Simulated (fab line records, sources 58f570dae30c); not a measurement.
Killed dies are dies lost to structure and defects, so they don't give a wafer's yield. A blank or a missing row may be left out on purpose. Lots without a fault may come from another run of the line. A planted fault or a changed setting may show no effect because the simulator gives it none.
fab line records | flow berkeley_cmos170
record lots=14 wafers=42 last_day=13
route steps=331 shown PVT@120 M1@250 M3@324
lots that met no fault: from a run of the same line without faults
start_h: hours from the record's first day to the start of the lot's first wafer shown | wait_h: hours since the lot's step before | " the same as in the row above | L1.1+2: a row that stands for several wafers | - no value, or no start given | * or withheld: withheld | < > ~ a bound
route shown NAME@n: a module of which the file shows steps, and the number in the route of the first | usual: mean/standard deviation of fault-free wafers | same: alike in all rows | chamber/n: place in a boat | sites: the reading at each site | _std_site: their standard deviation | _edge_site: outer sites' mean less inner sites' | radius_mm: how far each site lies from the wafer's centre | mask NAME#n: copy n | behind: the tool/chamber that last shaped the wafer | hold: why the lot was held/for how many hours/how that ended | device: the transistor (n, p or np) that didn't switch | end of line: the same wafers' tests at the end of the route | a step without rows: its recipe alone | killed: dies lost to structure and defects at the first sort, not the wafer's yield | map: a wafer's dies, x killed, . not, _ none there
set.NAME: the setting as run; set.NAME@STEP: as run at that earlier step | model.NAME: the simulator's own value behind a step, which no gauge read
steps of the route over a sample of lots; a table a step, a row a wafer
services: from which hour (start_h, from the record's first day; less than 0 if before it) a tool's chamber was out of use, for how many hours, and why
## steps
# step UCB170_PVT_DEVELOP_05
# recipe developer=TMAH develop_time_s=45 resist=KrF dev_temp_c=21
# usual chill_plate_temp_C=23.01/0.11 develop_time_s=45/0
# columns lot.wafer tool chamber start_h wait_h chill_plate_temp_C develop_time_s
L922.1 litho_track-04 0 128 - 23.10 45
L922.5 " 0 " " 23.04 45
L922.6 " 0 " " 23.12 45
L924.2 litho_track-04 0 128 - 22.85 45
L924.5 " 0 " " 22.94 45
L924.6 " 0 " " 22.87 45
L929.1 litho_track-03 0 161 - 23.10 45
L929.4 " 0 " " 23.16 45
L929.6 " 0 " " 23.28 45
L927.1 litho_track-03 0 161 - 22.92 45
L927.2 " 0 " " 23.00 45
L927.4 " 0 " " 22.99 45
L928.2 litho_track-01 0 161 - 23.36 45
L928.4 " 0 " " 23.04 45
L928.5 " 0 " " 23.09 45
L931.1 litho_track-03 0 177 - 22.98 45
L931.2 " 0 " " 23.03 45
L931.5 " 0 " " 22.86 45
L930.3 litho_track-04 - 178 - - -
L930.4 " - " " - -
L930.6 " - " " - -
L932.4 litho_track-03 - 186 - - -
L932.5 " - " " - -
L932.6 " - " " - -
L940.2 litho_track-01 0 208 - 22.86 45
L940.4 " 0 " " 23.03 45
L940.6 " 0 " " 22.97 45
L939.3 litho_track-04 0 208 - 23.02 45
L939.5 " 0 " " 23.04 45
L939.6 " 0 " " 23.10 45
L942.1 litho_track-01 0 227 - 22.96 45
L942.5 " 0 " " 23.01 45
L942.6 " 0 " " 22.99 45
L941.1 litho_track-01 0 227 - 23.19 45
L941.3 " 0 " " 22.93 45
L941.5 " 0 " " 22.90 45
L943.4 litho_track-04 0 228 - 23.08 45
L943.5 " 0 " " 22.89 45
L943.6 " 0 " " 23.09 45
L944.1 litho_track-03 0 246 - 23.09 45
L944.4 " 0 " " 23.08 45
L944.5 " 0 " " 23.13 45
# step UCB170_M1_METAL_ETCH_12
# recipe chemistry=Cl2/BCl3 target=Al stop_on=PSG pressure_mtorr=12 target_depth_a=7800 over_etch_frac=0.3 time_s=130 icp_w=600 bias_w=120 Cl2_flow_sccm=90 bcl3_flow_sccm=45
# usual drypump_motor_current_A=5.5/0.47 oes_product_au=0.857/0.012 throttle_valve_pct=24.39/0.13
# columns lot.wafer tool chamber start_h wait_h drypump_motor_current_A oes_product_au rf_hours_counter_h throttle_valve_pct
L922.1 rie_metal-02 0 174.30 - 6.4 0.878 10 24.69
L922.5 " 0 " " 6.4 0.878 - 24.67
L922.6 " 1 " " 5.3 0.866 - 24.37
L924.2 rie_metal-01 0 174.90 - 5.2 0.854 1 24.35
L924.5 " 1 " " 5.8 0.860 - 24.28
L924.6 " 0 " " 5.2 0.832 - 24.34
L929.1 rie_metal-01 0 205.20 - 5.2 0.838 2 24.34
L929.4 " 1 " " 5.8 0.866 - 24.27
L929.6 " 0 " " 5.2 0.849 - 24.35
L928.2 rie_metal-03 1 206.31 - 5.0 0.851 12 24.38
L928.4 " 0 " " 5.1 0.854 - 24.34
L928.5 " 1 " " 5.0 0.849 - 24.37
L927.1 rie_metal-02 1 206.86 - 5.3 0.847 11 24.35
L927.2 " 0 " " 6.4 0.873 11 24.69
L927.4 " 1 " " 5.3 0.848 - 24.37
L931.1 rie_metal-02 0 214.11 - 6.3 0.881 11 24.68
L931.2 " 1 " " 5.3 0.858 11 24.35
L931.5 " 1 " " 5.3 0.851 - 24.37
L930.3 rie_metal-01 0 215.09 - 5.2 0.845 - 24.36
L930.4 " 1 " " 5.8 0.856 - 24.29
L930.6 " 0 " " 5.2 0.845 - 24.34
L932.4 rie_metal-03 0 226.49 - 5.1 0.858 - 24.34
L932.5 " 1 " " 5.0 0.861 - 24.38
L932.6 " 0 " " 5.1 0.855 - 24.33
L939.3 rie_metal-02 1 245.07 - 5.3 0.872 - 24.35
L939.5 " 1 " " 5.3 0.858 - 24.35
L939.6 " 0 " " 6.4 0.886 - 24.67
L940.2 rie_metal-01 0 247.22 - 5.3 0.844 3 24.36
L940.4 " 0 " " 5.2 0.842 - 24.33
L940.6 " 1 " " 5.8 0.853 - 24.28
L941.1 rie_metal-01 1 268.44 - 5.8 0.877 10 24.30
L941.3 " 1 " " 5.8 0.869 - 24.29
L941.5 " 1 " " 5.8 0.866 - 24.27
L943.4 rie_metal-03 0 268.73 - 5.1 0.846 - 24.34
L943.5 " 0 " " 5.1 0.848 - 24.34
L943.6 " 1 " " 5.0 0.852 - 24.39
L942.1 rie_metal-02 0 268.96 - 6.4 0.870 13 24.69
L942.5 " 0 " " 6.4 0.867 - 24.68
L942.6 " 0 " " 6.4 0.873 - 24.67
L944.1 rie_metal-01 1 285.52 - 5.8 0.862 10 24.28
L944.4 " 0 " " 5.2 0.845 - 24.35
L944.5 " 0 " " 5.2 0.837 - 24.35
# step UCB170_M3_CD_MEAS_15
# recipe target_cd_nm=700
# usual cd_nm=700.0/1.3
# columns lot.wafer tool chamber start_h wait_h cd_nm
L922.1 cd_sem-01 - 189.58 - 699.9
L922.5 " - " " 700.2
L922.6 " - " " 701.8
L924.2 cd_sem-01 - 190.07 - 698.4
L924.5 " - " " 697.6
L924.6 " - " " 698.3
L929.1 cd_sem-01 - 217.46 - 700.9
L929.4 " - " " 700.3
L929.6 " - " " 701.2
L928.2 cd_sem-01 - 219.16 - 700.5
L928.4 " - " " 699.3
L928.5 " - " " 700.1
L927.1 cd_sem-02 - 224.40 - 696.7
L927.2 " - " " 697.1
L927.4 " - " " 698.4
L931.1 cd_sem-01 - 229.52 - 700.1
L931.2 " - " " 701.6
L931.5 " - " " 700.3
L930.3 cd_sem-01 - 230.06 - 700.9
L930.4 " - " " 700.2
L930.6 " - " " 699.4
L932.4 cd_sem-02 - 239.06 - 700.5
L932.5 " - " " 702.0
L932.6 " - " " 701.5
L939.3 cd_sem-01 - 258.21 - 701.8
L939.5 " - " " 702.7
L939.6 " - " " 702.9
L940.2 cd_sem-02 - 259.47 - 701.8
L940.4 " - " " 701.2
L940.6 " - " " 700.2
L941.1 cd_sem-01 - 281.80 - 699.8
L941.3 " - " " 701.4
L941.5 " - " " 699.6
L943.4 cd_sem-02 - 282.40 - 701.9
L943.5 " - " " 700.2
L943.6 " - " " 700.8
L942.1 cd_sem-02 - 282.74 - 700.1
L942.5 " - " " 698.2
L942.6 " - " " 697.4
L944.1 cd_sem-02 - 299.43 - 698.9
L944.4 " - " " 700.9
L944.5 " - " " 700.6
# step UCB170_M3_BOW_MEAS_20
# recipe mode=bow
# usual M3_BOW=34/7.5
# columns lot.wafer tool chamber start_h wait_h M3_BOW[um]
L922.1 film_metro-01 - 190.19 0.1 25
L922.5 " - " " 32
L922.6 " - " " 37
L924.2 film_metro-02 - 190.67 0.1 27
L924.5 " - " " 35
L924.6 " - " " 33
L929.1 film_metro-03 - 218.06 0.1 36
L929.4 " - " " 31
L929.6 " - " " 38
L928.2 film_metro-02 - 219.76 0.1 36
L928.4 " - " " 30
L928.5 " - " " 23
L927.1 film_metro-03 - 225.00 0.1 26
L927.2 " - " " 30
L927.4 " - " " 33
L931.1 film_metro-03 - 230.13 0.1 34
L931.2 " - " " 13
L931.5 " - " " 32
L930.3 film_metro-02 - 230.67 0.1 24
L930.4 " - " " 26
L930.6 " - " " 39
L932.4 film_metro-03 - 239.67 0.1 35
L932.5 " - " " 31
L932.6 " - " " 35
L939.3 film_metro-01 - 258.81 0.1 31
L939.5 " - " " 41
L939.6 " - " " 49
L940.2 film_metro-02 - 260.07 0.1 34
L940.4 " - " " 41
L940.6 " - " " 33
L941.1 film_metro-03 - 282.60 0.1 38
L941.3 " - " " 43
L941.5 " - " " 38
L943.4 film_metro-02 - 283.00 0.1 20
L943.5 " - " " 21
L943.6 " - " " 31
L942.1 film_metro-01 - 283.34 0.1 36
L942.5 " - " " 32
L942.6 " - " " 33
L944.1 film_metro-03 - 300.04 0.1 48
L944.4 " - " " 42
L944.5 " - " " 37
## services
# columns tool chamber start_h hours kind
rie_metal-01 1 131.64 3.5 repair
rie_metal-03 - 237.12 1.4 pm
rie_metal-02 1 265.41 - clean
rie_metal-02 1 265.41 19.9 scheduled_down
rie_metal-02 1 265.41 19.9 vent_cycle
rie_metal-02 0 285.27 - clean
## key
first_sign step=UCB170_PVT_DEVELOP_05 reading=tool_record direction=missing
effect none on later readings
met_at UCB170_PVT_DEVELOP_05
struck_lots L930,L932
sort_left_out L930.3,L930.4,L930.6,L932.4,L932.5,L932.6
tester_left_out L930,L932
not_acting_at UCB170_M1_METAL_ETCH_12,UCB170_M3_CD_MEAS_15,UCB170_M3_BOW_MEAS_20
onset_between 177 178
fault kind=skipped_step_whole tool=litho_track-03,litho_track-04 chamber=- onset_h=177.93 steps=UCB170_PVT_DEVELOP_05 scope=struck_lots_only
# tester_left_out: of these lots the tester's yield and bins aren't shown, on N5 and GAA mostly nor the transistor test; their killed dies are dies lost to structure and defects alone, not to doping, threshold or leakage, so they don't give the yield
# sort_left_out: the simulated sort isn't trusted on such a fault, so these wafers' sort isn't shown, and their yield isn't known
